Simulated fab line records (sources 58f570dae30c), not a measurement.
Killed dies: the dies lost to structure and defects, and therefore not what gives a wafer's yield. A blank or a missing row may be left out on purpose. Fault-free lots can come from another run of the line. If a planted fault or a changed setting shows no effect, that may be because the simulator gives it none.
The tool behind it: which one? :: flow berkeley-cmos170 :: Sampling: 7 lots, 21 wafers, 3 of 331 route steps

WHAT THE GAUGES READ, wafer by wafer
UCB170_SDANNEAL_RS_MEAS_02: measures by four-point-probe.
lot: L632
measured: day 6 17:26
on: film-metro-01
PSD_RS (ohm/sq): 75.49 75.51 75.55

lot: L634
measured: day 7 02:05
on: film-metro-02
PSD_RS (ohm/sq): 75.42 75.09 75.45

lot: L635
measured: day 7 15:31
on: film-metro-01
PSD_RS (ohm/sq): 75.90 76.02 76.10

lot: L637
measured: day 8 09:58
on: film-metro-04
PSD_RS (ohm/sq): 75.41 75.38 75.28

lot: L638
measured: day 8 19:41
on: film-metro-02
PSD_RS (ohm/sq): 75.83 75.81 75.84

lot: L644
measured: day 9 18:05
on: film-metro-01
PSD_RS (ohm/sq): 89.33 89.67 89.35

lot: L651
measured: day 11 06:31
on: film-metro-02
PSD_RS (ohm/sq): 89.13 89.29 89.31

WHAT TOOL EACH LOT RAN ON (gives the tool, then ch and the chambers of the sampled wafers, and finally the start)
lot: L632
UCB170_PSD_IMPLANT_08: implanter-04 ch 0, day 6 11:59
UCB170_PSD_STRIP_09: plasma-asher-03 ch 0,1, day 6 12:05

lot: L634
UCB170_PSD_IMPLANT_08: implanter-04 ch 0, day 6 22:15
UCB170_PSD_STRIP_09: plasma-asher-02 ch 0,1, day 6 22:22

lot: L635
UCB170_PSD_IMPLANT_08: implanter-03 ch 0, day 7 12:16
UCB170_PSD_STRIP_09: plasma-asher-01 ch 0,1, day 7 12:24

lot: L637
UCB170_PSD_IMPLANT_08: implanter-04 ch 0, day 8 06:04
UCB170_PSD_STRIP_09: plasma-asher-01 ch 0,1, day 8 06:13

lot: L638
UCB170_PSD_IMPLANT_08: implanter-03 ch 0, day 8 16:02
UCB170_PSD_STRIP_09: plasma-asher-03 ch 0,1, day 8 16:11

lot: L644
UCB170_PSD_IMPLANT_08: implanter-03 ch 0, day 9 14:59
UCB170_PSD_STRIP_09: plasma-asher-01 ch 0,1, day 9 15:07

lot: L651
UCB170_PSD_IMPLANT_08: implanter-03 ch 0, day 11 02:49
UCB170_PSD_STRIP_09: plasma-asher-03 ch 0,1, day 11 02:56
- UCB170_PSD_IMPLANT_08
- UCB170_PSD_STRIP_09: strips in O2.

THE ANSWER, worked out from the rows above alone
Rule: the usual values come from the lots themselves. Put in order of their means at a reading, lots are off if they are a third of the lots or fewer, leave a main group of 4 or more, and stand apart from it by a gap of 3 or more times the standard deviation of the main group's means; of several such gaps the widest counts. If all means in a main group match to the digits the tables above print for the reading, that group is not used. Also off: a lot with no number at a reading for which 4 or more lots have one. The other lots that the step has rows for count as sound.
Off: L644, L651, at UCB170_SDANNEAL_RS_MEAS_02 (PSD_RS). For the main group the mean is 75.61 ohm/sq and the standard deviation 0.27.
If a tool, at a process step before that reading, ran all the lots that are off and no sound lot after the first of them, it fits. The gauges at UCB170_SDANNEAL_RS_MEAS_02 are tried like those tools. One fits: implanter-03 at UCB170_PSD_IMPLANT_08. Its last sound lot is L638 (day 8 16:02), its first lot that is off L644 (day 9 14:59): a fault that began between those two fits.

WHAT THE SIMULATOR HAD PUT IN
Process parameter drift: implanter-03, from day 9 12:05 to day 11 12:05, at UCB170_PSD_IMPLANT_08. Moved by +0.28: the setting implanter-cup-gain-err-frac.
Struck lots among those shown: L644, L651. The rule given above showed the same thing.
